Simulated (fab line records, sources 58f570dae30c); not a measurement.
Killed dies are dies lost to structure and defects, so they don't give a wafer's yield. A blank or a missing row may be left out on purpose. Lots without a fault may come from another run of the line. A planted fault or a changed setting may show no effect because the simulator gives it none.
One fault seen from 2 desks | flow berkeley_cmos170 | each desk has only its own numbers; what lay behind them comes last

THE METROLOGY DESK
What the gauges read, lot by lot, whatever tool the lot ran on: means of the sampled wafers that have a number. A lot is out of limits, marked OUT, if its mean lies more than 4 standard deviations from the usual mean; the brackets give that distance.
Columns: A = SACOX_OXIDE_THK at UCB170_SACOX_THK_MEAS_02, usual 15.07 nm; B = cd_nm at UCB170_GATE_CD_MEAS_90, usual 350.8 nm; C = NLDD_TW at UCB170_NLDD_TW_MEAS_11, usual 2218; D = NLDD_RS at UCB170_SDANNEAL_RS_MEAS_05, usual 616.0 ohm/sq
lot  | first seen here | A     | B     | C               | D
L314 | day 6 02:01     | 15.26 | 351.6 | 2226            | 615.4
L316 | day 6 17:56     | 15.21 | 349.6 | 2223            | 618.7
L318 | day 7 08:54     | 15.41 | 353.1 | 2228            | 615.6
L319 | day 7 08:54     | 15.10 | 349.4 | 2216            | 614.9
L322 | day 7 08:55     | 15.10 | 352.9 | 2180            | 616.9
L320 | day 7 08:57     | 15.16 | 349.7 | 2224            | 614.0
L321 | day 7 08:58     | 14.94 | 350.5 | 2123 (-5.6) OUT | 696.7 (+58) OUT
L323 | day 7 20:23     | 15.17 | 349.1 | 2189            | 616.5
L324 | day 7 20:23     | 15.35 | 351.3 | 2106 (-6.6) OUT | 697.7 (+58) OUT
L325 | day 8 06:09     | 15.31 | 351.8 | 2079 (-8.2) OUT | 696.8 (+58) OUT
L329 | day 8 19:28     | 15.09 | 351.0 | 2227            | 613.8
L333 | day 9 19:13     | 15.22 | 351.2 | 2235            | 615.1
L332 | day 9 19:14     | 15.02 | 349.0 | 2235            | 615.4
L335 | day 10 08:43    | 15.32 | 351.0 | 2223            | 616.9
L337 | day 10 20:05    | 14.67 | 349.6 | 2190            | 614.6
This desk's finding: out of limits on L321, L324, L325; first on L321, day 9 01:34 (NLDD_TW at UCB170_NLDD_TW_MEAS_11). In limits: L314, L316, L318, L319, L322, L320, L323, L329, L333, L332, L335, L337.

THE TOOL OWNER'S DESK: implanter-01
The tool's own readings at UCB170_NLDD_IMPLANT_09: means of the sampled wafers that have a number, for each lot that ran on this tool. A lot is out of limits, marked OUT, if its mean lies more than 4 standard deviations from the usual mean; the brackets give that distance.
Columns: A = beam_on_s at UCB170_NLDD_IMPLANT_09, usual 10.00 s; B = tilt_deg at UCB170_NLDD_IMPLANT_09, usual 7.002 degrees
lot  | first seen here | A     | B
L316 | day 8 05:31     | 10.12 | 6.994
L319 | day 9 00:30     | 10.26 | 7.013
L318 | day 9 00:52     | 10.06 | 7.018
L321 | day 9 01:20     | 9.99  | 7.007
L324 | day 9 05:14     | 9.92  | 7.021
L325 | day 9 19:35     | 10.03 | 6.970
This desk's finding: nothing out of limits on any of the 6 lots.

PUT TOGETHER
The metrology desk could have raised an alarm at day 9 01:34, on L321, L324, L325.
The tool owner's desk saw nothing out of limits.
The tool owner's desk has L321, L324, L325 on record, within its limits.
Of the lots named, all ran UCB170_NLDD_IMPLANT_09 on implanter-01.

WHAT THE SIMULATOR HAD PUT IN
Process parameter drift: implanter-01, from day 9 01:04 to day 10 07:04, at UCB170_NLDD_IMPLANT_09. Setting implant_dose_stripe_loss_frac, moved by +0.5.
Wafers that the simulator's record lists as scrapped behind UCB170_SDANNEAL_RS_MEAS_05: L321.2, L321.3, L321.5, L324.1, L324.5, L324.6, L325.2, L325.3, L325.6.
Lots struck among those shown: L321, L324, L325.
Hours from the fault's start to each desk's first reading out of limits: the metrology desk, 0.
